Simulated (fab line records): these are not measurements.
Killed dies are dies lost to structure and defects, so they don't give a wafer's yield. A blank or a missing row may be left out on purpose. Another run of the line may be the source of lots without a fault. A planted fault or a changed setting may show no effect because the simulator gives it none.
Chamber matching -- flow berkeley_cmos170 -- pecvd-01 running UCB170_V1_CVD_00: 3 sister chambers
The step deposits SiO2 from TEOS/O2, target thk 2000 nm, time 250 s. 16 wafers are shown with their chamber, then 8 later ones without.

WAFERS WITH THEIR CHAMBER
wafer,chamber,heater_power_w (W)
L090.1,1,259
L090.2,0,306
L090.3,0,225
L090.4,1,205
L090.5,0,283
L090.6,1,279
L089.1,0,274
L089.2,2,208
L089.3,1,291
L089.4,2,266
L089.5,0,217
L089.6,1,210
L093.1,2,225
L093.2,1,273
L093.3,0,306
L093.4,0,219

SIGNATURES (averages over the wafers above)
reading,chamber 0,chamber 1,chamber 2,scatter within a chamber
heater_power_w,261.43,252.83,233.00,37.4
Rule: for each reading, subtract the chamber's mean from the wafer's reading, divide by that reading's scatter and square the result; add these up over the readings and take the root, which gives the wafer's distance from the chamber. If the next closest chamber is less than 2 further off than the closest, the wafer can't be placed; otherwise it belongs to the closest. How the scatter is found: for the shown wafers, subtract from each reading the mean of its chamber, square and add these, divide the total by (wafers less chambers), then take the root.

WAFERS MISSING THEIR CHAMBER
wafer,heater_power_w (W)
L093.5,279
L093.6,211
L096.1,267
L096.2,255
L096.3,297
L096.4,188
L096.5,206
L096.6,216

THE CHAMBER EACH PASSED THROUGH
wafer,from the rows above,in truth
L093.5,can't be placed: 0 or 1 or 2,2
L093.6,can't be placed: 2 or 1 or 0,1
L096.1,can't be placed: 0 or 1 or 2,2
L096.2,can't be placed: 1 or 0 or 2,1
L096.3,can't be placed: 0 or 1 or 2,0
L096.4,can't be placed: 2 or 1 or 0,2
L096.5,can't be placed: 2 or 1 or 0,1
L096.6,can't be placed: 2 or 1 or 0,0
0 of 8 placed correctly. Not placeable from these rows: 8 (in 8, the candidates include the true chamber). 0 placed wrongly.
